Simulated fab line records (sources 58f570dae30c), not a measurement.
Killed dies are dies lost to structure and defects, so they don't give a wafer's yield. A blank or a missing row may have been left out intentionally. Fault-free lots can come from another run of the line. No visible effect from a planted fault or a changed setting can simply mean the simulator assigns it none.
The tool behind it: which one? -- flow berkeley cmos170 -- 13 lots with 39 wafers sampled at 4 steps, on a route of 331 steps

WHAT THE GAUGES SHOWED, per wafer
UCB170_PLDD_OVL_MEAS_07.
lot,measured,on,PLDD_OVL (nm)
L533,day 6 00:13,overlay-02,0 2 9
L535,day 6 02:50,overlay-02,-4 0 -2
L534,day 6 02:56,overlay-01,2 -5 5
L537,day 6 13:46,overlay-02,9 7 2
L536,day 6 14:21,overlay-02,-3 1 1
L538,day 6 14:56,overlay-02,6 -1 2
L539,day 7 06:45,overlay-01,4 -2 1
L546,day 8 16:48,overlay-02,-2 2 -10
L550,day 9 20:19,overlay-02,-1 1 -2
L552,day 10 01:35,overlay-01,6 6 5
L553,day 10 01:49,overlay-02,-6 -2 -6
L555,day 11 07:38,overlay-02,-2 2 6
L556,day 11 07:46,overlay-02,3 6 0

UCB170_PSD_OVL_MEAS_07.
lot,measured,on,PSD_OVL (nm)
L533,day 6 08:09,overlay-02,-4 6 -7
L535,day 6 15:29,overlay-02,-9 -4 1
L534,day 6 15:13,overlay-01,-12 -5 -7
L537,day 6 22:08,overlay-02,-5 -3 -3
L536,day 6 22:30,overlay-02,-4 4 1
L538,day 6 22:14,overlay-01,2 4 0
L539,day 7 14:50,overlay-01,-4 -14 -1
L546,day 9 02:06,overlay-02,0 8 8
L550,day 10 06:08,overlay-01,1 -2 -5
L552,day 10 11:39,overlay-01,4 -3 -1
L553,day 10 11:49,overlay-02,-8 9 -2
L555,day 11 16:10,overlay-02,2 9 0
L556,day 11 16:35,overlay-02,-1 9 4

WHAT TOOL EACH LOT RAN ON (gives the tool, then ch and the chambers of the sampled wafers, and finally the start)
lot,UCB170_SPACER_ANNEAL_02,UCB170_SPACER_ETCHBACK_03
L533,"furnace-03 ch 0, day 6 05:26","rie diel-02 ch 0,1,2, day 6 06:56"
L535,"furnace-02 ch 0, day 6 11:57","rie diel-04 ch 0,1, day 6 13:27"
L534,"furnace-02 ch 0, day 6 11:57","rie diel-02 ch 0,2,3, day 6 13:27"
L537,"furnace-03 ch 0, day 6 19:26","rie diel-02 ch 0,2,3, day 6 20:56"
L536,"furnace-03 ch 0, day 6 19:26","rie diel-04 ch 0,1, day 6 20:56"
L538,"furnace-03 ch 0, day 6 19:26","rie diel-01 ch 1,3, day 6 20:56"
L539,"furnace-01 ch 0, day 7 12:04","rie diel-01 ch 0,1,3, day 7 13:34"
L546,"furnace-01 ch 0, day 8 23:11","rie diel-02 ch 0,1,3, day 9 00:41"
L550,"furnace-01 ch 0, day 10 03:23","rie diel-02 ch 0,1,2, day 10 04:53"
L552,"furnace-03 ch 0, day 10 08:21","rie diel-04 ch 0,1,2, day 10 09:51"
L553,"furnace-03 ch 0, day 10 08:21","rie diel-02 ch 1,2, day 10 09:55"
L555,"furnace-02 ch 0, day 11 13:31","rie diel-04 ch 2,3, day 11 15:01"
L556,"furnace-02 ch 0, day 11 13:31","rie diel-01 ch 0,1,2, day 11 15:01"
- UCB170_SPACER_ANNEAL_02: time 1800 s.
- UCB170_SPACER_ETCHBACK_03: etches SiO2 in CHF3/CF4/Ar, stops on Si, target depth 376 nm, time 100 s.

WHAT THE TOOLS THEMSELVES READ (means of the sampled wafers that have a number; where no wafer has one, the mark that the record gives instead)
UCB170_SPACER_ANNEAL_02.
lot,tool,spike tc centre C (C),spike tc load C (C),spike tc source C (C),zone power source pct (%)
L533,furnace-03,903.8,919,920.4,26.5
L535,furnace-02,903.4,924,922.2,24.6
L534,furnace-02,902.9,924,923.5,24.5
L537,furnace-03,903.7,919,920.6,26.1
L536,furnace-03,903.7,918,920.7,25.9
L538,furnace-03,903.0,920,920.7,26.0
L539,furnace-01,903.1,926,922.9,28.2
L546,furnace-01,883.1,906,903.1,27.2
L550,furnace-01,881.9,907,903.6,26.9
L552,furnace-03,902.6,920,920.1,26.2
L553,furnace-03,903.0,920,920.4,26.0
L555,furnace-02,902.7,922,923.3,24.5
L556,furnace-02,902.7,924,922.2,24.4

UCB170_SPACER_ETCHBACK_03.
lot,tool,drypump motor current A (A),oes product au (a.u.),throttle valve pct (%)
L533,rie diel-02,5.5,0.911,6.53
L535,rie diel-04,6.2,0.899,6.43
L534,rie diel-02,5.8,0.911,6.55
L537,rie diel-02,5.8,0.913,6.54
L536,rie diel-04,6.2,0.903,6.44
L538,rie diel-01,6.0,0.905,6.26
L539,rie diel-01,5.6,0.905,6.34
L546,rie diel-02,6.0,0.904,6.54
L550,rie diel-02,5.5,0.913,6.53
L552,rie diel-04,5.8,0.903,6.44
L553,rie diel-02,5.4,0.909,6.56
L555,rie diel-04,5.2,0.902,6.42
L556,rie diel-01,5.4,0.914,6.41

THE ANSWER, worked out from the rows above alone
Rule: what is usual is taken from the lots themselves. Put in order of their means at a reading, lots are off if they are a third of the lots or fewer, leave a main group of 4 or more, and stand apart from it by a gap of 3 or more times the standard deviation of the main group's means; of several such gaps the widest counts. If all means in a main group match to the digits the tables above print for the reading, that group is not used. A lot without any number at a reading at which 4 lots or more have one is off too. The other lots that the step has rows for count as sound. First the gauges in route order, then the tools' own readings, where a lot's mean is used as printed above. At the first step where some lot is off, the reading lying furthest off is the one used; lots without a number count as furthest.
Off at UCB170_SPACER_ANNEAL_02 (spike tc centre C): L546, L550. The main group: mean 903.1 C, standard deviation 0.42.
A tool fits if, at that step or a process step before it, it ran every lot that is off, and no sound lot after the first of them. One fits: UCB170_SPACER_ANNEAL_02 on furnace-01. A fault onset in the window from L539 (day 7 12:04, its last sound lot) to L546 (day 8 23:11, its first lot off) fits.
The tool's own readings at UCB170_SPACER_ANNEAL_02 bear it out: on the lots that are off they differ by more than 5 times the standard deviation of the sound lots' means. spike tc centre C reads 882.5 C there against 903.1 C on the sound lots; spike tc load C reads 906 C there against 921 C on the sound lots; spike tc source C reads 903.4 C there against 921.5 C on the sound lots.

WHAT THE SIMULATOR PUT IN
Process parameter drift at UCB170_SPACER_ANNEAL_02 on furnace-01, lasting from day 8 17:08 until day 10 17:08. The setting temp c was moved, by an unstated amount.
Lots struck among those shown: L546, L550. This agrees with what the rule above found.
